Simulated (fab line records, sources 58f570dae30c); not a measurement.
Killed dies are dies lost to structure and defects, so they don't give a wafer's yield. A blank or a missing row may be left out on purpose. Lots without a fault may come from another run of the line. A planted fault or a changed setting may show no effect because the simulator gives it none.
Split-lot experiment | flow berkeley_cmos170 | 5 lots, 23 wafers read, on a route of 331 steps

THE SPLIT
At UCB170_NVT_IMPLANT_07, the setting dose_cm2 was moved away from the recipe's 3e+12 on 6 of the 23 wafers read, by -7.0% to +3.8%. The other wafers ran this setting at the recipe's value.

FROM THE SPLIT TO THE READING: what the file shows between them, 1 step
- UCB170_NVT_STRIP_08: strips in O2

THE READING
NVT_TW, at UCB170_NVT_TW_MEAS_09. Fault-free wafers of this fab line usually give 522, standard deviation 3.9.

wafer  | tool, chamber at the split | dose_cm2 as run | against the recipe | NVT_TW | against lot-mates on the recipe
L076.1 | implanter-04, 0            | 3e+12           | recipe             | 524    | -
L076.2 | implanter-04, 0            | 3.115e+12       | +3.8%              | 525    | +4
L076.3 | implanter-04, 0            | 3e+12           | recipe             | 521    | -
L076.4 | implanter-04, 0            | 3.115e+12       | +3.8%              | 523    | +2
L076.6 | implanter-04, 0            | 3e+12           | recipe             | 518    | -
L077.1 | implanter-04, 0            | 2.79e+12        | -7.0%              | 509    | -15
L077.2 | implanter-04, 0            | 2.79e+12        | -7.0%              | 513    | -11
L077.4 | implanter-04, 0            | 3e+12           | recipe             | 525    | -
L077.5 | implanter-04, 0            | 3e+12           | recipe             | 525    | -
L077.6 | implanter-04, 0            | 3e+12           | recipe             | 522    | -
L078.1 | implanter-01, 0            | 2.899e+12       | -3.4%              | 513    | -7
L078.2 | implanter-01, 0            | 3e+12           | recipe             | 519    | -
L078.4 | implanter-01, 0            | 2.899e+12       | -3.4%              | 515    | -5
L078.5 | implanter-01, 0            | 3e+12           | recipe             | 520    | -
L078.6 | implanter-01, 0            | 3e+12           | recipe             | 522    | -
L082.1 | implanter-01, 0            | 3e+12           | recipe             | 526    | -
L082.3 | implanter-01, 0            | 3e+12           | recipe             | 527    | -
L082.4 | implanter-01, 0            | 3e+12           | recipe             | 528    | -
L083.1 | implanter-04, 0            | 3e+12           | recipe             | 525    | -
L083.3 | implanter-04, 0            | 3e+12           | recipe             | 524    | -
L083.4 | implanter-04, 0            | 3e+12           | recipe             | 525    | -
L083.5 | implanter-04, 0            | 3e+12           | recipe             | 528    | -
L083.6 | implanter-04, 0            | 3e+12           | recipe             | 525    | -

THE FIT
A straight line over all 23 wafers: NVT_TW changes by +1.55 for each +1% of dose_cm2; r = +0.76; the points scatter about the line by 3.4.
The same after taking each lot's own level away (the mean of its wafers on the recipe; 23 wafers): +1.61 for each +1%; r = +0.91; scatter 1.9.
On that fit, the largest move of dose_cm2 shifts the reading by 11.
The lots' own levels span 520.3 to 527.0, that is 1.7 times the standard deviation above.
So the lot-to-lot level blurs the effect unless lot-mates are compared.
Check: with one of the wafers moved furthest among these (-7.0%) left out of the fit, the line predicts -10.1 for it against its lot-mates. It came out at -15 against them.

OTHER SPLITS ON THESE WAFERS
These wafers also went through other splits before the reading. Each is held against what the fit with the lots' levels taken away leaves over:
other split on the same wafers     | wafers away from the commonest value | r with NVT_TW (lot level and that fit taken away)
UCB170_ZERO_STRIP_07 o2_flow_sccm  | 10                                   | +0.04
UCB170_PWELL_COAT_08 resist_thk_nm | 5                                    | -0.45
UCB170_ACTIVE_EXPOSE_10 dose_mj    | 8                                    | -0.30
UCB170_ACTIVE_ETCH_15 time_s       | 10                                   | +0.43
UCB170_PFIELD_IMPLANT_07 dose_cm2  | 7                                    | +0.12

THE FILE'S OWN FIT
NVT_TW changes by +1.65 for each +1% of dose_cm2, r = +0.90.
